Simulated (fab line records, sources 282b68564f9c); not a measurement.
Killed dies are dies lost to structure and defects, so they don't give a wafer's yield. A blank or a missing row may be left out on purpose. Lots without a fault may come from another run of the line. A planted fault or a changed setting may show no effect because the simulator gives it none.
Which tool did it? | flow rit_cmos | 15 lots, 45 wafers sampled, at 2 steps of a route of 202

WHAT THE GAUGES READ, wafer by wafer
RIT_PSD_TW_MEAS_10. Usual: PSD_TW 3440, standard deviation 36.
lot  | measured    | on            | PSD_TW         | flag
L884 | day 3 05:34 | film_metro-03 | 3466 3473 3470 |
L886 | day 3 15:25 | film_metro-04 | 3416 3402 3424 |
L890 | day 4 13:23 | film_metro-03 | 30 31 30       | OFF
L891 | day 4 17:04 | film_metro-04 | 30 30 30       | OFF
L892 | day 4 19:35 | film_metro-03 | 30 30 30       | OFF
L894 | day 5 10:08 | film_metro-03 | 3464 3504 3486 |
L897 | day 6 04:22 | film_metro-04 | 3415 3408 3423 |
L898 | day 6 13:23 | film_metro-03 | 3501 3502 3502 |
L901 | day 7 03:22 | film_metro-01 | 3414 3407 3421 |
L900 | day 7 05:19 | film_metro-04 | 3402 3404 3407 |
L902 | day 7 13:47 | film_metro-01 | 3411 3394 3374 |
L903 | day 7 21:08 | film_metro-03 | 3497 3497 3484 |
L904 | day 7 21:23 | film_metro-04 | 3410 3408 3407 |
L907 | day 8 14:56 | film_metro-03 | 3475 3486 3481 |
L906 | day 8 15:24 | film_metro-01 | 3428 3419 3414 |

WHICH TOOL RAN EACH LOT (tool, then ch and the chambers of the sampled wafers, then the start)
lot  | RIT_NSD_STRIP_09
L884 | plasma_asher-04 ch 0,1, day 3 03:50
L886 | plasma_asher-01 ch 0,1, day 3 13:34
L890 | plasma_asher-02 ch 0,1, day 4 11:40
L891 | plasma_asher-02 ch 0,1, day 4 15:28
L892 | plasma_asher-04 ch 0,1, day 4 17:29
L894 | plasma_asher-04 ch 0,1, day 5 08:34
L897 | plasma_asher-02 ch 0,1, day 6 02:46
L898 | plasma_asher-04 ch 0,1, day 6 11:41
L901 | plasma_asher-01 ch 0,1, day 7 01:37
L900 | plasma_asher-01 ch 0,1, day 7 03:43
L902 | plasma_asher-01 ch 0,1, day 7 12:04
L903 | plasma_asher-04 ch 0, day 7 19:24
L904 | plasma_asher-02 ch 0,1, day 7 19:31
L907 | plasma_asher-01 ch 0,1, day 8 13:11
L906 | plasma_asher-02 ch 0,1, day 8 13:26
- RIT_NSD_STRIP_09: strips in O2, time 180 s.

WHAT THE TOOLS THEMSELVES READ (means of the sampled wafers that have a number; where no wafer has one, the mark that the record gives instead)
RIT_NSD_STRIP_09. Usual: chamber_pressure_mTorr 4000 mTorr, standard deviation 3.8; drypump_motor_current_A 5.5 A, standard deviation 0.5.
lot  | tool            | chamber_pressure_mTorr (mTorr) | drypump_motor_current_A (A) | flag
L884 | plasma_asher-04 | 4001                           | 5.7                         |
L886 | plasma_asher-01 | 4001                           | 5.0                         |
L890 | plasma_asher-02 | -                              | -                           | OFF
L891 | plasma_asher-02 | -                              | -                           | OFF
L892 | plasma_asher-04 | -                              | -                           | OFF
L894 | plasma_asher-04 | 4004                           | 5.7                         |
L897 | plasma_asher-02 | 4001                           | 6.1                         |
L898 | plasma_asher-04 | 3999                           | 5.7                         |
L901 | plasma_asher-01 | 4002                           | 5.2                         |
L900 | plasma_asher-01 | 4000                           | 5.2                         |
L902 | plasma_asher-01 | 3999                           | 5.0                         |
L903 | plasma_asher-04 | 4000                           | 5.3                         |
L904 | plasma_asher-02 | 4001                           | 6.3                         |
L907 | plasma_asher-01 | 4000                           | 5.0                         |
L906 | plasma_asher-02 | 4000                           | 6.1                         |

THE ANSWER, worked out from the rows above alone
Rule: a lot is off if the mean of its wafers that have a number lies more than 3 standard deviations from the usual mean. A lot without any number at a reading at which 4 lots or more have one is off too. The other lots that the step has rows for count as sound. The gauges are gone through in route order, then the tools' own readings, and for those a lot's mean is taken as printed above. The first step at which some lot is off is used, and at that step the reading that is off furthest; a lot without a number counts as furthest.
Off: L890, L891, L892, at RIT_PSD_TW_MEAS_10 (PSD_TW).
A tool fits if, at a process step before that reading, it ran every lot that is off, and no sound lot after the first of them. The gauges at RIT_PSD_TW_MEAS_10 aren't tried: what is off there is off at RIT_NSD_STRIP_09 too, on other tools, and a gauge's error can't cause that. None of those tried fits.

WHAT THE SIMULATOR HAD PUT IN
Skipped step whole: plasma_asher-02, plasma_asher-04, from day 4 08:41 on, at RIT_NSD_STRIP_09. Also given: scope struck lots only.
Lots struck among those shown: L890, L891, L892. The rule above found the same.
